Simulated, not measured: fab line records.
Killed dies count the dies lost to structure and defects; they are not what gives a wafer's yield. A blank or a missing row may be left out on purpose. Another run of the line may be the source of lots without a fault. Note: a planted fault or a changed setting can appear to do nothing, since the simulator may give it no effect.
fab line records | flow ritCmos
record lots=14 | wafers=42 | lastDay=7
route steps=202 shown ACTIVE@15 PRETRO@70 NLDD@112 M1@202
lots untouched by any fault: they come from a run of this same line in which no faults occurred
startH: hours from the record's opening day to when the first of the lot's shown wafers began | waitH: hours elapsed since this lot's preceding step | " identical to the entry in the row above | L1.1+2: a row that stands for several wafers | - no value, or no start was given | * or withheld: withheld | < > ~ a bound
route shown NAME@n: names a module that has steps shown in the file, with the first one's number in the route | usual: mean/standard deviation taken from wafers without a fault | same: alike in all rows | chamber/n: place in a boat | sites: readings site by site | _std_site: their standard deviation | _edge_site: the outer-site mean with the inner-site mean subtracted | radiusMm: for every site, how far away it sits from the centre of the wafer | mask NAME#n: copy n | behind: the tool/chamber that last shaped the wafer | hold: why the lot was held/for how many hours/how that ended | device: names the non-switching transistor (n, p or np) | end of line: tests run on the same wafers once the route is complete | a step with no rows: only its recipe | killed: the dies lost at the first sort to structure and to defects; this is not the yield of the wafer | map: dies across one wafer; x = killed, . = not, _ = none there
set.NAME: the setting the step ran with; set.NAME@STEP: the setting that earlier step ran with | model.NAME: the simulator's own value behind a step, which no gauge read
steps of the route over a sample of lots; a table a step, a row a wafer
services: from which hour (startH, from the record's first day; less than 0 if before it) a tool's chamber was out of use, for how many hours, and why
## steps
# step RIT_ACTIVE_STRIP_14
# recipe chemistry=O2 | timeS=180 | resist=NOVOLAK | platenTempC=withheld | powerW=500 | pressureMtorr=4000 | o2FlowSccm=4000
# usual drypumpMotorCurrentA=5.9/0.38
lot.wafer | tool           | chamber | startH | waitH | drypumpMotorCurrentA | rfHoursCounterH
L894.1    | plasmaAsher-04 | 1       | 14.84  | 0.1   | 6.4                  | 36
L894.3    | "              | 1       | "      | "     | 6.4                  | -
L894.4    | "              | 0       | "      | "     | 5.6                  | -
L896.1    | plasmaAsher-02 | 1       | 25.85  | 0.1   | 5.5                  | 25
L896.3    | "              | 1       | "      | "     | 5.5                  | -
L896.6    | "              | 1       | "      | "     | 5.5                  | -
L897.3    | plasmaAsher-02 | 1       | 30.82  | 0.1   | 5.5                  | -
L897.4    | "              | 0       | "      | "     | 5.7                  | -
L897.6    | "              | 1       | "      | "     | 5.5                  | -
L899.2    | plasmaAsher-01 | 1       | 39.91  | 0.1   | 6.4                  | 37
L899.3    | "              | 0       | "      | "     | 5.8                  | -
L899.5    | "              | 0       | "      | "     | 5.8                  | -
L900.2    | plasmaAsher-04 | 1       | 46.51  | 0.1   | 6.4                  | 40
L900.4    | "              | 0       | "      | "     | 5.6                  | -
L900.5    | "              | 1       | "      | "     | 6.4                  | -
L907.2    | plasmaAsher-04 | 1       | 81.53  | 0.1   | 6.4                  | 44
L907.3    | "              | 0       | "      | "     | 5.6                  | -
L907.4    | "              | 1       | "      | "     | 6.4                  | -
L908.1    | plasmaAsher-04 | 0       | 85.29  | 0.1   | 5.6                  | 44
L908.4    | "              | 1       | "      | "     | 6.4                  | -
L908.6    | "              | 0       | "      | "     | 5.6                  | -
L909.1    | plasmaAsher-04 | 0       | 90.64  | 0.1   | 5.6                  | 44
L909.3    | "              | 1       | "      | "     | 6.4                  | -
L909.5    | "              | 1       | "      | "     | 6.4                  | -
L912.3    | plasmaAsher-02 | 1       | 104.90 | 0.1   | 5.5                  | -
L912.4    | "              | 0       | "      | "     | 5.7                  | -
L912.5    | "              | 1       | "      | "     | 5.5                  | -
L913.1    | plasmaAsher-01 | 1       | 111.04 | 0.1   | 6.4                  | 44
L913.2    | "              | 0       | "      | "     | 5.8                  | 44
L913.4    | "              | 1       | "      | "     | 6.4                  | -
L914.1    | plasmaAsher-01 | 1       | 115.28 | 0.1   | 6.4                  | 45
L914.2    | "              | 0       | "      | "     | 5.8                  | 45
L914.5    | "              | 0       | "      | "     | 5.8                  | -
L915.3    | plasmaAsher-01 | 1       | 121.62 | 0.1   | 6.4                  | -
L915.4    | "              | 0       | "      | "     | 5.8                  | -
L915.6    | "              | 1       | "      | "     | 6.4                  | -
L916.2    | plasmaAsher-04 | 0       | 126.79 | 0.1   | 5.6                  | 1
L916.3    | "              | 0       | "      | "     | 5.6                  | -
L916.5    | "              | 1       | "      | "     | 6.4                  | -
L917.2    | plasmaAsher-04 | 1       | 130.03 | 0.1   | 6.4                  | 1
L917.5    | "              | 0       | "      | "     | 5.6                  | -
L917.6    | "              | 1       | "      | "     | 6.4                  | -
# step RIT_PRETRO_OVL_MEAS_06
# usual PRETRO_OVL=-0.2/1.3
lot.wafer | tool       | chamber | startH | waitH | PRETRO_OVL[nm]
L894.1    | overlay-02 | -       | 30.77  | -     | 0.6
L894.3    | "          | -       | "      | "     | -1.7
L894.4    | "          | -       | "      | "     | -0.2
L896.1    | overlay-01 | -       | 43.51  | -     | 0.2
L896.3    | "          | -       | "      | "     | -0.4
L896.6    | "          | -       | "      | "     | -0.2
L897.3    | overlay-01 | -       | 48.80  | -     | 1.2
L897.4    | "          | -       | "      | "     | 0.7
L897.6    | "          | -       | "      | "     | -0.5
L899.2    | overlay-02 | -       | 57.56  | -     | -2.1
L899.3    | "          | -       | "      | "     | -1.2
L899.5    | "          | -       | "      | "     | -2.7
L900.2    | overlay-01 | -       | 62.22  | -     | 1.5
L900.4    | "          | -       | "      | "     | 1.1
L900.5    | "          | -       | "      | "     | 0.7
L907.2    | overlay-02 | -       | 99.03  | -     | -2.2
L907.3    | "          | -       | "      | "     | -0.9
L907.4    | "          | -       | "      | "     | 0.6
L908.1    | overlay-02 | -       | 101.60 | -     | 0.3
L908.4    | "          | -       | "      | "     | -0.7
L908.6    | "          | -       | "      | "     | -0.1
L909.1    | overlay-01 | -       | 107.95 | -     | -0.3
L909.3    | "          | -       | "      | "     | -0.3
L909.5    | "          | -       | "      | "     | 0.0
L912.3    | overlay-01 | -       | 123.95 | -     | 0.6
L912.4    | "          | -       | "      | "     | 0.2
L912.5    | "          | -       | "      | "     | 1.2
L913.1    | overlay-02 | -       | 126.51 | -     | -1.7
L913.2    | "          | -       | "      | "     | -3.2
L913.4    | "          | -       | "      | "     | -0.9
L914.1    | overlay-01 | -       | 134.35 | -     | 0.8
L914.2    | "          | -       | "      | "     | 1.8
L914.5    | "          | -       | "      | "     | 1.9
L915.3    | overlay-01 | -       | 140.10 | -     | 1.4
L915.4    | "          | -       | "      | "     | 1.0
L915.6    | "          | -       | "      | "     | 1.0
L916.2    | overlay-02 | -       | 142.88 | -     | -0.8
L916.3    | "          | -       | "      | "     | -0.9
L916.5    | "          | -       | "      | "     | 0.4
L917.2    | overlay-01 | -       | 146.56 | -     | 2.1
L917.5    | "          | -       | "      | "     | 1.9
L917.6    | "          | -       | "      | "     | 0.2
# step RIT_NLDD_STRIP_09
# recipe chemistry=O2 | timeS=180 | resist=NOVOLAK | platenTempC=withheld | powerW=500 | pressureMtorr=4000 | o2FlowSccm=4000
# usual drypumpMotorCurrentA=5.9/0.37
lot.wafer | tool           | chamber | startH | waitH | drypumpMotorCurrentA | rfHoursCounterH
L894.1    | plasmaAsher-03 | 0       | 44.18  | 0.1   | 6.4                  | 41
L894.3    | "              | 0       | "      | "     | 6.4                  | -
L894.4    | "              | 1       | "      | "     | 5.7                  | -
L896.1    | plasmaAsher-04 | 0       | 54.33  | 0.1   | 5.6                  | 41
L896.3    | "              | 0       | "      | "     | 5.6                  | -
L896.6    | "              | 1       | "      | "     | 6.4                  | -
L897.3    | plasmaAsher-03 | 0       | 61.80  | 0.1   | 6.4                  | -
L897.4    | "              | 1       | "      | "     | 5.7                  | -
L897.6    | "              | 0       | "      | "     | 6.4                  | -
L899.2    | plasmaAsher-02 | 1       | 68.37  | 0.1   | 5.5                  | 30
L899.3    | "              | 1       | "      | "     | 5.5                  | -
L899.5    | "              | 0       | "      | "     | 5.7                  | -
L900.2    | plasmaAsher-03 | 0       | 74.19  | 0.1   | 6.4                  | 45
L900.4    | "              | 1       | "      | "     | 5.7                  | -
L900.5    | "              | 1       | "      | "     | 5.7                  | -
L907.2    | plasmaAsher-03 | 1       | 110.61 | 0.1   | 5.7                  | 49
L907.3    | "              | 0       | "      | "     | 6.4                  | -
L907.4    | "              | 1       | "      | "     | 5.7                  | -
L908.1    | plasmaAsher-02 | 1       | 117.32 | 0.1   | 5.5                  | 35
L908.4    | "              | 1       | "      | "     | 5.5                  | -
L908.6    | "              | 1       | "      | "     | 5.5                  | -
L909.1    | plasmaAsher-03 | 1       | 119.82 | 0.1   | 5.7                  | 50
L909.3    | "              | 0       | "      | "     | 6.4                  | -
L909.5    | "              | 0       | "      | "     | 6.4                  | -
L912.3    | plasmaAsher-04 | 0       | 135.23 | 0.1   | 5.6                  | -
L912.4    | "              | 1       | "      | "     | 6.4                  | -
L912.5    | "              | 0       | "      | "     | 5.6                  | -
L913.1    | plasmaAsher-04 | 0       | 137.85 | 0.1   | 5.6                  | 2
L913.2    | "              | 1       | "      | "     | 6.4                  | 2
L913.4    | "              | 0       | "      | "     | 5.6                  | -
L914.1    | plasmaAsher-04 | 0       | 147.47 | 0.1   | 5.6                  | 3
L914.2    | "              | 1       | "      | "     | 6.4                  | 3
L914.5    | "              | 1       | "      | "     | 6.4                  | -
L915.3    | plasmaAsher-04 | 0       | 150.83 | 0.1   | 5.6                  | -
L915.4    | "              | 1       | "      | "     | 6.3                  | -
L915.6    | "              | 1       | "      | "     | 6.4                  | -
L916.2    | plasmaAsher-04 | 0       | 154.80 | 0.1   | 5.6                  | 4
L916.3    | "              | 0       | "      | "     | 5.6                  | -
L916.5    | "              | 1       | "      | "     | 6.4                  | -
L917.2    | plasmaAsher-04 | 0       | 162.31 | 0.1   | 5.6                  | 5
L917.5    | "              | 0       | "      | "     | 5.6                  | -
L917.6    | "              | 1       | "      | "     | 6.4                  | -
# step RIT_M1_PROBE_99
# usual killed_at_M0_to_M3=0.0/0.12 | killedAtContacts=0.1/0.25 | killedAtFrontEnd=6.3/2.9 | killedDies=6.4/2.8 | killedOnRim=1.7/1.4 | killedOpen=3.3/2 | killedShort=3.1/2
# same grossDies=264 | killed_at_M4_up=0 | killedAtBackSide=0 | killedAtOther=0
lot.wafer | tool      | chamber | startH | waitH | killed_at_M0_to_M3 | killedAtContacts | killedAtFrontEnd | killedDies | killedOnRim | killedOpen | killedShort
L894.1    | prober-01 | -       | 59.26  | 0.1   | 0                  | 0                | 8                | 8          | 3           | 5          | 3
L894.3    | prober-01 | -       | 59.36  | 0.2   | 0                  | 0                | 12               | 12         | 2           | 11         | 1
L894.4    | prober-01 | -       | 59.41  | 0.2   | 0                  | 0                | 10               | 10         | 2           | 3          | 7
L896.1    | prober-01 | -       | 69.29  | 0.1   | 0                  | 1                | 3                | 4          | 0           | 3          | 1
L896.3    | prober-01 | -       | 69.39  | 0.2   | 0                  | 0                | 9                | 9          | 1           | 5          | 4
L896.6    | prober-01 | -       | 69.54  | 0.2   | 0                  | 0                | 6                | 6          | 3           | 3          | 3
L897.3    | prober-02 | -       | 77.18  | 0.2   | 0                  | 0                | 7                | 7          | 2           | 3          | 4
L897.4    | prober-02 | -       | 77.23  | 0.2   | 0                  | 0                | 4                | 4          | 0           | 2          | 2
L897.6    | prober-02 | -       | 77.33  | 0.2   | 0                  | 0                | 7                | 7          | 1           | 4          | 3
L899.2    | prober-02 | -       | 83.61  | 0.1   | 0                  | 0                | 9                | 9          | 2           | 2          | 7
L899.3    | prober-02 | -       | 83.66  | 0.2   | 0                  | 0                | 6                | 6          | 1           | 1          | 5
L899.5    | prober-02 | -       | 83.76  | 0.2   | 0                  | 0                | 4                | 4          | 0           | 1          | 3
L900.2    | prober-01 | -       | 89.24  | 0.1   | 0                  | 0                | 3                | 3          | 1           | 2          | 1
L900.4    | prober-01 | -       | 89.34  | 0.2   | 0                  | 0                | 9                | 9          | 5           | 5          | 4
L900.5    | prober-01 | -       | 89.39  | 0.2   | 0                  | 0                | 5                | 5          | 1           | 2          | 3
L907.2    | prober-01 | -       | 126.20 | 0.1   | 0                  | 0                | 7                | 7          | 3           | 3          | 4
L907.3    | prober-01 | -       | 126.25 | 0.2   | 0                  | 0                | 22               | 22         | 10          | 1          | 0
L907.4    | prober-01 | -       | 126.30 | 0.2   | 0                  | 0                | 7                | 7          | 3           | 4          | 3
L908.1    | prober-02 | -       | 132.76 | 0.1   | 0                  | 0                | 10               | 10         | 6           | 6          | 4
L908.4    | prober-02 | -       | 132.91 | 0.2   | 0                  | 0                | 10               | 10         | 1           | 3          | 7
L908.6    | prober-02 | -       | 133.01 | 0.2   | 0                  | 0                | 4                | 4          | 1           | 2          | 2
L909.1    | prober-01 | -       | 136.04 | 0.1   | 0                  | 0                | 2                | 2          | 0           | 1          | 1
L909.3    | prober-01 | -       | 136.14 | 0.2   | 0                  | 1                | 21               | 22         | 10          | 1          | 2
L909.5    | prober-01 | -       | 136.24 | 0.2   | 0                  | 0                | 23               | 23         | 9           | 2          | 1
L912.3    | prober-02 | -       | 150.57 | 0.2   | 0                  | 0                | 8                | 8          | 2           | 4          | 4
L912.4    | prober-02 | -       | 150.62 | 0.2   | 0                  | 0                | 5                | 5          | 2           | 3          | 2
L912.5    | prober-02 | -       | 150.67 | 0.2   | 0                  | 0                | 6                | 6          | 3           | 5          | 1
L913.1    | prober-01 | -       | 153.11 | 0.1   | 0                  | 0                | 4                | 4          | 1           | 3          | 1
L913.2    | prober-01 | -       | 153.16 | 0.1   | 0                  | 0                | 10               | 10         | 0           | 3          | 7
L913.4    | prober-01 | -       | 153.26 | 0.2   | 0                  | 0                | 5                | 5          | 3           | 4          | 1
L914.1    | prober-02 | -       | 163.05 | 0.1   | 0                  | 0                | 5                | 5          | 2           | 2          | 3
L914.2    | prober-02 | -       | 163.10 | 0.1   | 0                  | 0                | 6                | 6          | 2           | 6          | 0
L914.5    | prober-02 | -       | 163.25 | 0.2   | 0                  | 0                | 3                | 3          | 0           | 1          | 2
L915.3    | prober-01 | -       | 166.09 | 0.2   | 0                  | 0                | 5                | 5          | 1           | 2          | 3
L915.4    | prober-01 | -       | 166.14 | 0.2   | 0                  | 0                | 2                | 2          | 1           | 1          | 1
L915.6    | prober-01 | -       | 166.24 | 0.2   | 0                  | 0                | 7                | 7          | 1           | 3          | 4
L916.2    | prober-02 | -       | 170.30 | 0.1   | 0                  | 0                | 5                | 5          | 0           | 2          | 3
L916.3    | prober-02 | -       | 170.35 | 0.2   | 0                  | 0                | 9                | 9          | 4           | 7          | 2
L916.5    | prober-02 | -       | 170.45 | 0.2   | 0                  | 0                | 4                | 4          | 2           | 2          | 2
L917.2    | prober-01 | -       | 177.84 | 0.1   | 0                  | 0                | 9                | 9          | 3           | 6          | 3
L917.5    | prober-01 | -       | 177.99 | 0.2   | 1                  | 0                | 5                | 6          | 3           | 5          | 1
L917.6    | prober-01 | -       | 178.04 | 0.2   | 0                  | 0                | 8                | 8          | 3           | 0          | 8
# killed by level:class
L894.1 REOX:geometricParticle:open=3 GATE:geometricParticle:open=2 REOX:geometricParticle:short=2 GATE:geometricParticle:short=1
L894.3 GATE:geometricParticle:open=7 SPACER:geometricParticle:open=2 FOX1:geometricParticle:open=1 FOX2:geometricParticle:open=1 REOX:geometricParticle:short=1
L894.4 REOX:geometricParticle:short=3 SPACER:geometricParticle:short=3 FOX1:geometricParticle:open=1 GATE:geometricParticle:open=1 SILICIDE:geometricParticle:short=1 SILICIDE:geometricParticle:open=1
L896.1 GATE:geometricParticle:open=1 GATE:geometricParticle:short=1 REOX:geometricParticle:open=1 CONTACT:geometricParticle:open=1
L896.3 REOX:geometricParticle:open=4 FOX1:geometricParticle:short=2 REOX:geometricParticle:short=2 GATE:geometricParticle:open=1
L896.6 SILICIDE:geometricParticle:open=2 FOX1:geometricParticle:short=1 GATE:geometricParticle:open=1 REOX:geometricParticle:short=1 SPACER:geometricParticle:short=1
L897.3 SILICIDE:geometricParticle:short=2 FOX2:geometricParticle:open=1 GATE:geometricParticle:short=1 GATE:geometricParticle:open=1 REOX:geometricParticle:short=1 REOX:geometricParticle:open=1
L897.4 GATE:geometricParticle:open=2 GATE:geometricParticle:short=1 REOX:geometricParticle:short=1
L897.6 REOX:geometricParticle:open=3 REOX:geometricParticle:short=2 GATE:geometricParticle:open=1 GATE:geometricParticle:short=1
L899.2 SPACER:geometricParticle:short=3 REOX:geometricParticle:short=2 FOX1:geometricParticle:short=1 GATE:geometricParticle:open=1 GATE:geometricParticle:short=1 SPACER:geometricParticle:open=1
L899.3 FOX1:geometricParticle:short=2 SILICIDE:geometricParticle:short=2 FOX1:geometricParticle:open=1 REOX:geometricParticle:short=1
L899.5 SPACER:geometricParticle:short=2 GATE:geometricParticle:short=1 SILICIDE:geometricParticle:open=1
L900.2 GATE:geometricParticle:open=2 REOX:geometricParticle:short=1
L900.4 GATE:geometricParticle:open=2 GATE:geometricParticle:short=2 REOX:geometricParticle:open=2 FOX1:geometricParticle:open=1 FOX2:geometricParticle:short=1 REOX:geometricParticle:short=1
L900.5 FOX2:geometricParticle:short=2 GATE:geometricParticle:open=1 GATE:geometricParticle:short=1 REOX:geometricParticle:open=1
L907.2 FOX1:geometricParticle:short=1 FOX1:geometricParticle:open=1 GATE:geometricParticle:open=1 GATE:geometricParticle:short=1 SPACER:geometricParticle:short=1 SILICIDE:geometricParticle:short=1 SILICIDE:geometricParticle:open=1
L907.3 NLDD:unspecified=21 SILICIDE:geometricParticle:open=1
L907.4 FOX1:geometricParticle:short=3 FOX1:geometricParticle:open=3 SILICIDE:geometricParticle:open=1
L908.1 FOX1:geometricParticle:short=2 SPACER:geometricParticle:open=2 ACTIVE:geometricParticle:short=1 FOX1:geometricParticle:open=1 FOX2:geometricParticle:open=1 GATE:geometricParticle:open=1 GATE:geometricParticle:short=1 REOX:geometricParticle:open=1
L908.4 GATE:geometricParticle:short=3 SPACER:geometricParticle:short=2 FOX1:geometricParticle:open=1 FOX2:geometricParticle:short=1 FOX2:geometricParticle:open=1 SPACER:geometricParticle:open=1 SILICIDE:geometricParticle:short=1
L908.6 GATE:geometricParticle:open=2 FOX1:geometricParticle:short=1 FOX2:geometricParticle:short=1
L909.1 GATE:geometricParticle:open=1 GATE:geometricParticle:short=1
L909.3 NLDD:unspecified=19 FOX2:geometricParticle:short=1 SPACER:geometricParticle:short=1 CONTACT:geometricParticle:open=1
L909.5 NLDD:unspecified=20 GATE:geometricParticle:open=2 GATE:geometricParticle:short=1
L912.3 SPACER:geometricParticle:open=2 FOX1:geometricParticle:short=1 FOX2:geometricParticle:open=1 GATE:geometricParticle:open=1 GATE:geometricParticle:short=1 SPACER:geometricParticle:short=1 SILICIDE:geometricParticle:short=1
L912.4 GATE:geometricParticle:short=2 FOX1:geometricParticle:open=1 GATE:geometricParticle:open=1 SPACER:geometricParticle:open=1
L912.5 GATE:geometricParticle:open=4 GATE:geometricParticle:short=1 REOX:geometricParticle:open=1
L913.1 GATE:geometricParticle:open=2 SILICIDE:geometricParticle:open=1 SILICIDE:geometricParticle:short=1
L913.2 GATE:geometricParticle:short=3 FOX2:geometricParticle:short=2 FOX1:geometricParticle:short=1 FOX2:geometricParticle:open=1 GATE:geometricParticle:open=1 REOX:geometricParticle:short=1 SILICIDE:geometricParticle:open=1
L913.4 SILICIDE:geometricParticle:open=2 FOX2:geometricParticle:open=1 REOX:geometricParticle:short=1 SPACER:geometricParticle:open=1
L914.1 REOX:geometricParticle:short=3 GATE:geometricParticle:open=1 SPACER:geometricParticle:open=1
L914.2 REOX:geometricParticle:open=4 FOX1:geometricParticle:open=1 GATE:geometricParticle:open=1
L914.5 GATE:geometricParticle:open=1 GATE:geometricParticle:short=1 REOX:geometricParticle:short=1
L915.3 FOX2:geometricParticle:open=1 GATE:geometricParticle:open=1 GATE:geometricParticle:short=1 REOX:geometricParticle:short=1 SPACER:geometricParticle:short=1
L915.4 GATE:geometricParticle:short=1 SPACER:geometricParticle:open=1
L915.6 FOX1:geometricParticle:open=1 FOX2:geometricParticle:short=1 GATE:geometricParticle:open=1 GATE:geometricParticle:short=1 REOX:geometricParticle:short=1 SPACER:geometricParticle:open=1 SILICIDE:geometricParticle:short=1
L916.2 FOX1:geometricParticle:open=1 GATE:geometricParticle:short=1 REOX:geometricParticle:short=1 REOX:geometricParticle:open=1 SILICIDE:geometricParticle:short=1
L916.3 FOX1:geometricParticle:open=3 GATE:geometricParticle:open=2 FOX1:geometricParticle:short=1 REOX:geometricParticle:open=1 SPACER:geometricParticle:short=1 SILICIDE:geometricParticle:open=1
L916.5 REOX:geometricParticle:open=1 REOX:geometricParticle:short=1 SILICIDE:geometricParticle:short=1 SILICIDE:geometricParticle:open=1
L917.2 GATE:geometricParticle:open=2 GATE:geometricParticle:short=2 SPACER:geometricParticle:open=2 FOX1:geometricParticle:open=1 FOX2:geometricParticle:open=1 REOX:geometricParticle:short=1
L917.5 FOX1:geometricParticle:short=1 GATE:geometricParticle:open=1 REOX:geometricParticle:open=1 SPACER:geometricParticle:open=1 SILICIDE:geometricParticle:open=1 M1:geometricParticle:open=1
L917.6 GATE:geometricParticle:short=5 SILICIDE:geometricParticle:short=2 REOX:geometricParticle:short=1
## services
tool           | chamber | startH | hours | kind
plasmaAsher-03 | -       | 12.73  | 2.0   | repair
plasmaAsher-04 | -       | 21.20  | 1.4   | repair
plasmaAsher-03 | -       | 32.03  | 0.3   | repair
plasmaAsher-03 | -       | 59.40  | 2.3   | repair
plasmaAsher-04 | -       | 108.75 | 9.0   | pm
plasmaAsher-04 | 0       | 108.75 | 9.0   | ventCycle
plasmaAsher-04 | 1       | 108.75 | 9.0   | ventCycle
plasmaAsher-04 | 0       | 117.75 | -     | clean
plasmaAsher-04 | 1       | 117.75 | -     | clean
## key
firstSign step=RIT_M1_PROBE_99 | reading=killedDies | direction=up | sigmas=5.6 | usual=6.4 | struck=22.3
effect step=RIT_M1_PROBE_99 | reading=killedAtFrontEnd | direction=up | sigmas=5.5 | usual=6.3 | struck=22
metAt RIT_NLDD_STRIP_09
struckLots L907,L909
struckWafers L907.3,L909.3,L909.5
testerLeftOut L907,L909
notActingAt RIT_ACTIVE_STRIP_14,RIT_PRETRO_OVL_MEAS_06
onsetBetween 74.19 110.61
fault kind=chamberParticleSource | tool=plasmaAsher-03 | chamber=0 | onsetH=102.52 | steps=RIT_NLDD_STRIP_09 | ratePerVisitCm2=0.54411 | endH=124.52
# testerLeftOut: of these lots the tester's yield and bins aren't shown, on N5 and GAA mostly nor the transistor test; their killed dies are dies lost to structure and defects alone, not to doping, threshold or leakage, so they don't give the yield
